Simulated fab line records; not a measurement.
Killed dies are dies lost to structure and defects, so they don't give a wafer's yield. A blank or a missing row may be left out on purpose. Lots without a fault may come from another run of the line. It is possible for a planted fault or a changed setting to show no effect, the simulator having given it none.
Which of the tools did it? | flow ritCmos | 14 lots, 42 wafers sampled, at 4 steps of a route of 202

== WHAT THE GAUGES SHOWED, per wafer ==
RIT_M1_BOW_MEAS_16. Usual: M1_BOW gives 17 um (standard deviation 7.1).
lot  | measured    | on           | M1_BOW (um) | flag
L689 | day 4 12:08 | filmMetro-02 | 30 24 22    | 
L693 | day 4 22:08 | filmMetro-02 | 15 18 11    | 
L692 | day 5 00:05 | filmMetro-02 | 13 7 8      | 
L696 | day 5 09:47 | filmMetro-04 | 23 15 19    | 
L697 | day 5 12:30 | filmMetro-02 | 27 25 24    | 
L698 | day 5 18:10 | filmMetro-02 | 15 15 16    | 
L699 | day 5 22:44 | filmMetro-03 | 16 11 20    | 
L700 | day 6 03:15 | filmMetro-02 | 13 -3 11    | 
L701 | day 6 08:17 | filmMetro-04 | 17 16 16    | 
L702 | day 6 15:26 | filmMetro-02 | 10 35 4     | 
L703 | day 6 17:27 | filmMetro-02 | 14 26 27    | 
L704 | day 7 06:50 | filmMetro-02 | 10 18 8     | 
L708 | day 7 16:47 | filmMetro-02 | 17 21 15    | 
L709 | day 8 04:14 | filmMetro-03 | 13 10 9     | 

== TOOL THAT RAN EACH LOT (tool first, then ch and the chambers of the sampled wafers, then the start) ==
lot  | RIT_GATE_ETCH_19               | RIT_SDANNEAL_RTA_03            | RIT_CONTACT_STRIP_12
L689 | rieSi-01 ch 0,1,3, day 3 14:31 | rtpAnneal-02 ch 0, day 4 04:47 | plasmaAsher-01 ch 0,1, day 4 07:27
L693 | rieSi-02 ch 0,1,2, day 4 00:17 | rtpAnneal-01 ch 0, day 4 14:42 | plasmaAsher-02 ch 0,1, day 4 17:28
L692 | rieSi-01 ch 0,1,2, day 4 01:01 | rtpAnneal-02 ch 0, day 4 16:22 | plasmaAsher-03 ch 0,1, day 4 19:18
L696 | rieSi-02 ch 0,2, day 4 12:15   | rtpAnneal-01 ch 0, day 5 02:29 | plasmaAsher-03 ch 0,1, day 5 05:14
L697 | rieSi-01 ch 2,3, day 4 15:29   | rtpAnneal-02 ch 0, day 5 05:01 | plasmaAsher-02 ch 0,1, day 5 07:59
L698 | rieSi-02 ch 0,2, day 4 20:48   | rtpAnneal-01 ch 0, day 5 10:38 | plasmaAsher-03 ch 0,1, day 5 13:35
L699 | rieSi-01 ch 2,3, day 5 01:53   | rtpAnneal-02 ch 0, day 5 15:12 | plasmaAsher-03 ch 0,1, day 5 18:00
L700 | rieSi-02 ch 0,1,3, day 5 07:20 | rtpAnneal-01 ch 0, day 5 19:27 | plasmaAsher-03 ch 0,1, day 5 22:34
L701 | rieSi-01 ch 0,1,3, day 5 10:02 | rtpAnneal-02 ch 0, day 6 01:06 | plasmaAsher-03 ch 0,1, day 6 03:43
L702 | rieSi-02 ch 0,2,3, day 5 17:52 | rtpAnneal-01 ch 0, day 6 07:39 | plasmaAsher-03 ch 0,1, day 6 10:27
L703 | rieSi-01 ch 0,1, day 5 21:14   | rtpAnneal-02 ch 0, day 6 09:42 | plasmaAsher-02 ch 0,1, day 6 12:46
L704 | rieSi-02 ch 0,3, day 5 23:10   | rtpAnneal-01 ch 0, day 6 13:38 | plasmaAsher-02 ch 0,1, day 6 16:20
L708 | rieSi-02 ch 1,3, day 6 18:20   | rtpAnneal-01 ch 0, day 7 08:42 | plasmaAsher-01 ch 0,1, day 7 11:23
L709 | rieSi-01 ch 1,2,3, day 7 08:31 | rtpAnneal-02 ch 0, day 7 20:48 | plasmaAsher-01 ch 0,1, day 7 23:38
- RIT_GATE_ETCH_19: etches poly-Si in SF6/CHF3/O2, stops on SiO2, time 165 s, target depth 312.5 nm.
- RIT_SDANNEAL_RTA_03: time 5 s.
- RIT_CONTACT_STRIP_12: strips in O2, time 180 s.

== AS READ BY THE TOOLS THEMSELVES (means over the sampled wafers that have a number; for cases with no such wafer, the mark the record gives instead) ==
RIT_GATE_ETCH_19. Usual: O2_flow_sccm 4.998 sccm, standard deviation 0.015; drypumpMotorCurrentA 5.8 A, standard deviation 0.53; oesProductAu 0.850 a.u., standard deviation 0.01; throttleValvePct 10.27 %, standard deviation 0.2.
lot  | tool     | O2_flow_sccm (sccm) | drypumpMotorCurrentA (A) | oesProductAu (a.u.) | throttleValvePct (%) | flag
L689 | rieSi-01 | 4.998               | 6.2                      | 0.851               | 10.40                | 
L693 | rieSi-02 | 5.002               | 5.4                      | 0.847               | 10.16                | 
L692 | rieSi-01 | 5.007               | 6.0                      | 0.848               | 10.34                | 
L696 | rieSi-02 | 5.002               | 5.1                      | 0.863               | 10.11                | 
L697 | rieSi-01 | 5.007               | 5.6                      | 0.850               | 10.11                | 
L698 | rieSi-02 | 5.001               | 5.1                      | 0.861               | 10.25                | 
L699 | rieSi-01 | 4.983               | 5.5                      | 0.856               | 10.11                | 
L700 | rieSi-02 | 5.004               | 5.8                      | 0.843               | 10.35                | 
L701 | rieSi-01 | 4.997               | 6.2                      | 0.841               | 10.41                | 
L702 | rieSi-02 | 4.997               | 5.5                      | 0.849               | 10.28                | 
L703 | rieSi-01 | 4.997               | 6.3                      | 0.851               | 10.51                | 
L704 | rieSi-02 | 4.993               | 5.9                      | 0.848               | 10.46                | 
L708 | rieSi-02 | 4.988               | 6.1                      | 0.837               | 10.25                | 
L709 | rieSi-01 | 4.990               | 5.9                      | 0.847               | 10.23                | 

RIT_SDANNEAL_RTA_03. Usual: wafer_temp_C_max reads 1053.4 (standard deviation 1.1).
lot  | tool         | wafer_temp_C_max | flag
L689 | rtpAnneal-02 | 1053.1           | 
L693 | rtpAnneal-01 | 1052.7           | 
L692 | rtpAnneal-02 | 1053.7           | 
L696 | rtpAnneal-01 | 1052.6           | 
L697 | rtpAnneal-02 | 1053.1           | 
L698 | rtpAnneal-01 | 1052.6           | 
L699 | rtpAnneal-02 | 1052.5           | 
L700 | rtpAnneal-01 | 1053.4           | 
L701 | rtpAnneal-02 | 1054.0           | 
L702 | rtpAnneal-01 | 1054.0           | 
L703 | rtpAnneal-02 | 1054.1           | 
L704 | rtpAnneal-01 | 1053.5           | 
L708 | rtpAnneal-01 | 1053.5           | 
L709 | rtpAnneal-02 | 1053.6           | 

RIT_CONTACT_STRIP_12. Usual: drypumpMotorCurrentA reads 5.66 A (standard deviation 0.21).
lot  | tool           | drypumpMotorCurrentA (A) | flag
L689 | plasmaAsher-01 | 5.85                     | 
L693 | plasmaAsher-02 | 5.50                     | 
L692 | plasmaAsher-03 | 5.57                     | 
L696 | plasmaAsher-03 | 5.75                     | 
L697 | plasmaAsher-02 | 5.51                     | 
L698 | plasmaAsher-03 | 5.74                     | 
L699 | plasmaAsher-03 | 5.73                     | 
L700 | plasmaAsher-03 | 5.60                     | 
L701 | plasmaAsher-03 | 5.60                     | 
L702 | plasmaAsher-03 | 5.57                     | 
L703 | plasmaAsher-02 | 5.62                     | 
L704 | plasmaAsher-02 | 5.49                     | 
L708 | plasmaAsher-01 | 5.82                     | 
L709 | plasmaAsher-01 | 5.83                     | 

== THE ANSWER, worked out from the rows above alone ==
Rule: lot off if the mean of its wafers having a number is beyond 3 standard deviations from the usual mean. Also off: a lot with no number at a reading for which 4 or more lots have one. The other lots that the step has rows for count as sound. After the gauges, taken in route order, come the tools' own readings; for these a lot's mean is taken, as printed above. At the first step where some lot is off, the reading lying furthest off is the one used; lots without a number count as furthest.
No lot is off at any reading shown: from this, nothing can be told.

== WHAT THE SIMULATOR HAD INSERTED ==
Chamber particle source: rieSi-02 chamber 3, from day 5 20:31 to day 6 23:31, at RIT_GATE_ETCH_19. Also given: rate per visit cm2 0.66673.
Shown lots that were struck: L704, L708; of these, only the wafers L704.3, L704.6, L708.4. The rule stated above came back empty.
